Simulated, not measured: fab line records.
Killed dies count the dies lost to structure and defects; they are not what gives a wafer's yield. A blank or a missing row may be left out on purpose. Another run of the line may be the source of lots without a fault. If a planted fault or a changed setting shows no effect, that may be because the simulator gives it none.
Split-lot experiment ; flow berkeleyCmos170 ; route with 331 steps; 5 lots, 23 wafers read

ON THE SPLIT
At UCB170_V1_CVD_00 (deposits SiO2 from TEOS/O2, target thk 2000 nm, time 250 s), the setting timeS was moved away from the recipe's 250 s on 6 of the 23 wafers read, by -9.2% to +12.2%. For the rest of the wafers, this setting stayed at what the recipe calls for.

The file shows no step between the split and the reading.

THE READING
V1_TEOS_THK at UCB170_V1_THK_MEAS_01, in nm. On this fab line, fault-free wafers typically give 1999 nm with a standard deviation of 28 nm.

wafer;tool, chamber at the split;timeS as run, s;against the recipe;V1_TEOS_THK, nm;against lot-mates on the recipe
L074.2;pecvd-01, 0;250;recipe;2026;-
L074.3;pecvd-01, 1;250;recipe;1994;-
L074.4;pecvd-01, 0;280.5;+12.2%;2297;+280
L074.5;pecvd-01, 1;250;recipe;2031;-
L074.6;pecvd-01, 2;280.5;+12.2%;2232;+215
L075.1;pecvd-01, 2;250;recipe;1952;-
L075.2;pecvd-01, 0;232.9;-6.8%;1854;-129
L075.3;pecvd-01, 1;250;recipe;1988;-
L075.4;pecvd-01, 2;232.9;-6.8%;1831;-152
L075.5;pecvd-01, 1;250;recipe;2009;-
L081.1;pecvd-03, 2;226.9;-9.2%;1801;-200
L081.2;pecvd-03, 0,1;250;recipe;1991;-
L081.3;pecvd-03, 0,1;250;recipe;1985;-
L081.5;pecvd-03, 2;250;recipe;2028;-
L081.6;pecvd-03, 0;226.9;-9.2%;1851;-150
L077.2;pecvd-02, 1,2,2;250;recipe;1985;-
L077.3;pecvd-02, 1,2,2;250;recipe;1976;-
L077.4;pecvd-02, 1;250;recipe;1997;-
L077.5;pecvd-02, 0;250;recipe;2058;-
L077.6;pecvd-02, 1,2,2;250;recipe;2044;-
L082.1;pecvd-03, 2;250;recipe;1971;-
L082.2;pecvd-03, 1;250;recipe;1965;-
L082.5;pecvd-03, 1;250;recipe;1982;-
If several chambers appear in one row, that row covers several wafers at once and the file leaves open which wafer was in which chamber.

THE FIT
A straight line over all 23 wafers: V1_TEOS_THK changes by +21 nm for each +1% of timeS; r = +0.96; the points scatter about the line by 30 nm.
The same after taking each lot's own level away (the mean of its wafers on the recipe; 23 wafers): +19.9 nm for each +1%; r = +0.97; scatter 25 nm.
On that fit, the largest move of timeS shifts the reading by 2.4e+02 nm.
Measured against the standard deviation above, the lots' own levels, which go from 1972.7 to 2017.0 nm, span 1.6 times it.
Hence the lot-to-lot level has little effect on the slope; both slopes agree.
Check: for one of the wafers moved furthest among these (+12.2%), held out of the fit, the line's prediction against its lot-mates is +227 nm. Against them it came out at +280 nm.

ADDITIONAL SPLITS CARRIED BY THESE WAFERS
Before the reading, these wafers also passed through other splits. Each is held against what the fit with the lots' levels taken away leaves over:
other split on the same wafers;wafers away from the commonest value;r with V1_TEOS_THK (lot level and that fit taken away)
UCB170_SILICIDE_SPUTTER_01 timeS;12;-0.35
UCB170_M1_SPUTTER_00 timeS;8;-0.19
UCB170_M1_ETCH_11 biasW;10;+0.05

THE WHOLE CHAIN: every reading that the file lists as answering this split, in the file's order
step;what it does;reading;change (the file's fit);r (the file's)
UCB170_V1_CVD_00;deposits SiO2 from TEOS/O2, target thk 2000 nm, time 250 s;SiO2_of_V1_CVD_00.thkNm (the simulator's own value, which no gauge read);+21.9 nm for each +1% of the setting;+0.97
UCB170_V1_THK_MEAS_01;;V1_TEOS_THK;+19.9 for each +1% of the setting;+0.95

THE FILE'S OWN FIT
V1_TEOS_THK changes by +19.9 nm for each +1% of timeS, r = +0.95.
